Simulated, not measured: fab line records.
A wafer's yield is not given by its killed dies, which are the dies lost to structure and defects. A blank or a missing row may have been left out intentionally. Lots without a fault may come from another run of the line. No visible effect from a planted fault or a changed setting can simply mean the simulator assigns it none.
Struck lot and sound lot, side by side -- flow rit cmos -- 17 steps out of a route of 202
Sound: these wafers, L649.1, L649.3, L649.4. Wafers L658.1, L658.5, L658.6 were the ones struck. The cause is given at the end.
For every step that has rows: the tool of each side, followed by ch and its chambers, followed by its first start. Under that, the readings that differ: sound wafers -- struck wafers -- difference of the means -- sigmas: that difference in standard deviations of wafers without a fault.
alike: readings with means less than 2 such deviations apart, plus words and numbers identical on both sides. not compared: withheld readings, readings lacking a value on some wafer, bounds such as >300 that could conceal the same value, and numbers that have no deviation in the record and whose values overlap.
Wherever a step has rows on one side only, a row that says differs or no value, or a row with sigmas, the two part there. Numbers that don't overlap but have no deviation are shown without sigmas and don't part them. A reading that every wafer of one side lacks parts them only if that side has two wafers or more.

RIT_PWELL_TW_MEAS_10:
  sound on film metro-04, day 2 13:55; struck on film metro-02, day 4 10:42
  alike: PWELL_TW
then, 1 step without rows for these wafers: RIT_WELLDRIVE_ANNEAL_00 (time 14700 s).
RIT_WELLDRIVE_RS_MEAS_01: uses a four-point probe to measure.
  sound on film metro-03, day 2 19:22; struck on film metro-04, day 4 15:50
  alike: NWELL_RS
RIT_WELLDRIVE_RS_MEAS_02: uses a four-point probe to measure.
  sound on film metro-03, day 2 19:29; struck on film metro-04, day 4 15:58
  alike: PWELL_RS
then, 6 steps without rows for these wafers: RIT_NRETRO_HMDS_00 (prime time 60 s); RIT_NRETRO_COAT_01 (resist thk 1300 nm); RIT_NRETRO_SOFTBAKE_02 (time 60 s); RIT_NRETRO_EXPOSE_03 (exposes mask M4, target cd 43900 nm); RIT_NRETRO_PEB_04; RIT_NRETRO_DEVELOP_05 (develop time 68 s).
RIT_NRETRO_OVL_MEAS_06:
  sound on overlay-02, day 2 20:29; struck on overlay-02, day 4 17:07
  alike: NRETRO_OVL
then, 1 step without rows for these wafers: RIT_NRETRO_HARDBAKE_07 (time 120 s).
RIT_NRETRO_IMPLANT_08:
  sound on implanter-04 ch 0, day 2 20:46; struck on implanter-03 ch 0, day 4 17:26
reading,sound,struck,difference,sigmas
dose ions cm2,9.991e+12 9.999e+12 9.98e+12,8.308e+12 8.304e+12 8.29e+12,-1.689e+12,-99 or more
faraday current uA,32.0 31.9 31.5,26.4 25.3 26.7,-5.7,-9
  alike: tilt deg
RIT_NRETRO_STRIP_09: strips in O2, time 180 s.
  sound on plasma asher-02 ch 0,1, day 2 20:55; struck on plasma asher-01 ch 0,1, day 4 17:35
  alike: drypump motor current A
  not compared: rf hours counter h
RIT_NRETRO_TW_MEAS_10:
  sound on film metro-04, day 2 21:05; struck on film metro-04, day 4 17:46
reading,sound,struck,difference,sigmas
NRETRO_TW,1046 1051 1051,989 982 986,-64,-6
then, 1 step without rows for these wafers: RIT_PRETRO_HMDS_00 (prime time 60 s).
RIT_M1_PROBE_99:
  sound on prober-01, day 4 03:04; struck on prober-02, day 5 20:42
reading,sound,struck,difference,sigmas
model.etest.pmos turned.drive ua um,184.1 191.8 192.8,213.7 215.6 205.1,+21.9,
model.etest.pmos narrow.drive ua um,98.58 104.2 103.5,112.3 113.2 108.7,+9.3,
model.etest.pmos_0p3.drive ua um,97.33 102.9 101.5,109 109.6 105.9,+8,
model.etest.well edge left.line ohm um,186 182.7 182.4,188.1 189 188.4,+4.8,
model.etest.well edge right.line ohm um,181.8 184.3 184.4,185.6 185.6 186.5,+2.4,
model.etest.pmos_0p15.off log10 a um,-10.45 -10.45 -10.31,-9.706 -9.42 -9.879,+0.735,
model.etest.retro edge pmos.off log10 a um,-10.4 -10.4 -10.17,-9.694 -9.315 -9.786,+0.725,
model.etest.pmos narrow.off log10 a um,-12.98 -12.71 -12.69,-12.45 -12.46 -12.34,+0.38,
  alike: killed at contacts, killed at front end, killed dies, killed on rim, killed open, killed short

== WHERE THEY PART ==
At RIT_NRETRO_IMPLANT_08 first; at RIT_NRETRO_TW_MEAS_10 last (within this record only). Later steps at which nothing parts them and some readings are alike: RIT_M1_PROBE_99.

WHY: whatever the simulator had introduced
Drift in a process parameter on implanter-03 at RIT_NRETRO_IMPLANT_08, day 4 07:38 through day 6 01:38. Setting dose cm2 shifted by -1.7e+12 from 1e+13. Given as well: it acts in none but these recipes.
